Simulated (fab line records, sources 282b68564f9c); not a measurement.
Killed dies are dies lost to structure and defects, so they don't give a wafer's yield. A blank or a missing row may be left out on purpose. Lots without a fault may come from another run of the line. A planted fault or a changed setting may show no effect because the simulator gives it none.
Split-lot experiment | flow rit_cmos | 5 lots, 23 wafers read, on a route of 202 steps

THE SPLIT
At RIT_M1_COAT_04 (resist thk 1300 nm), the setting spin_rpm was moved away from the recipe's 2000 rpm on 9 of the 23 wafers read, by -6.4% to +5.6%. The other wafers ran this setting at the recipe's value.

The reading is taken at the split's own step.

THE READING
NOVOLAK_of_M1_COAT_04.thk_nm (the simulator's own value, which no gauge read), in nm, at RIT_M1_COAT_04 (resist thk 1300 nm). The file gives no usual value for it. The 14 wafers here that ran the recipe average 1303 nm, standard deviation 3.4 nm.

wafer  | tool, chamber at the split | spin_rpm as run, rpm | against the recipe | NOVOLAK_of_M1_COAT_04.thk_nm, nm | against lot-mates on the recipe
L077.1 | litho_track-01, 0          | 2000                 | recipe             | 1307                             | -
L077.2 | litho_track-01, 0          | 2112                 | +5.6%              | 1272                             | -34
L077.6 | litho_track-01, 0          | 2112                 | +5.6%              | 1272                             | -34
L077.3 | litho_track-01, 0          | 2112                 | +5.6%              | 1273                             | -34
L077.4 | litho_track-01, 0          | 2000                 | recipe             | 1306                             | -
L078.1 | litho_track-02, 0          | 2000                 | recipe             | 1304                             | -
L078.5 | litho_track-02, 0          | 2000                 | recipe             | 1304                             | -
L078.3 | litho_track-02, 0          | 2000                 | recipe             | 1302                             | -
L079.2 | litho_track-01, 0          | 2000                 | recipe             | 1301                             | -
L079.3 | litho_track-01, 0          | 2000                 | recipe             | 1299                             | -
L079.6 | litho_track-01, 0          | 2000                 | recipe             | 1299                             | -
L079.4 | litho_track-01, 0          | 2000                 | recipe             | 1302                             | -
L079.5 | litho_track-01, 0          | 2000                 | recipe             | 1298                             | -
L081.1 | litho_track-01, 0          | 2000                 | recipe             | 1302                             | -
L081.2 | litho_track-01, 0          | 2092                 | +4.6%              | 1273                             | -27
L081.4 | litho_track-01, 0          | 2092                 | +4.6%              | 1275                             | -25
L081.5 | litho_track-01, 0          | 2092                 | +4.6%              | 1275                             | -25
L081.6 | litho_track-01, 0          | 2000                 | recipe             | 1298                             | -
L084.1 | litho_track-02, 0          | 2000                 | recipe             | 1306                             | -
L084.2 | litho_track-02, 0          | 1872                 | -6.4%              | 1350                             | +42
L084.3 | litho_track-02, 0          | 1872                 | -6.4%              | 1349                             | +42
L084.4 | litho_track-02, 0          | 2000                 | recipe             | 1309                             | -
L084.5 | litho_track-02, 0          | 1872                 | -6.4%              | 1348                             | +40

THE FIT
A straight line over all 23 wafers: NOVOLAK_of_M1_COAT_04.thk_nm changes by -6.45 nm for each +1% of spin_rpm; r = -0.99; the points scatter about the line by 3.7 nm.
The same after taking each lot's own level away (the mean of its wafers on the recipe; 23 wafers): -6.18 nm for each +1%; r = -1.00; scatter 1.6 nm.
On that fit, the largest move of spin_rpm shifts the reading by 40 nm.
The lots' own levels span 1299.8 to 1307.5 nm, that is 2.3 times the standard deviation above.
So the lot-to-lot level changes the slope little: the two slopes agree.
Check: with one of the wafers moved furthest among these (-6.4%) left out of the fit, the line predicts +39.6 nm for it against its lot-mates. It came out at +42.5 nm against them.

OTHER SPLITS ON THESE WAFERS
These wafers also went through other splits before the reading. Each is held against what the fit with the lots' levels taken away leaves over:
other split on the same wafers     | wafers away from the commonest value | r with NOVOLAK_of_M1_COAT_04.thk_nm (lot level and that fit taken away)
RIT_NLDD_COAT_01 resist_thk_nm     | 11                                   | +0.12
RIT_PLDD_SOFTBAKE_02 temp_c        | 4                                    | +0.08
RIT_SPACER_ETCHBACK_05 time_s      | 10                                   | +0.18
RIT_PSD_COAT_01 resist_thk_nm      | 6                                    | -0.12
RIT_PSD_IMPLANT_08 dose_cm2        | 6                                    | +0.56
RIT_SILICIDE_SPUTTER_01 power_w    | 10                                   | -0.28
RIT_CONTACT_EXPOSE_05 dose_mj      | 8                                    | -0.02
RIT_CONTACT_ETCH_11 over_etch_frac | 6                                    | +0.20

THE FILE'S OWN FIT
NOVOLAK_of_M1_COAT_04.thk_nm changes by -6.14 nm for each +1% of spin_rpm, r = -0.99.
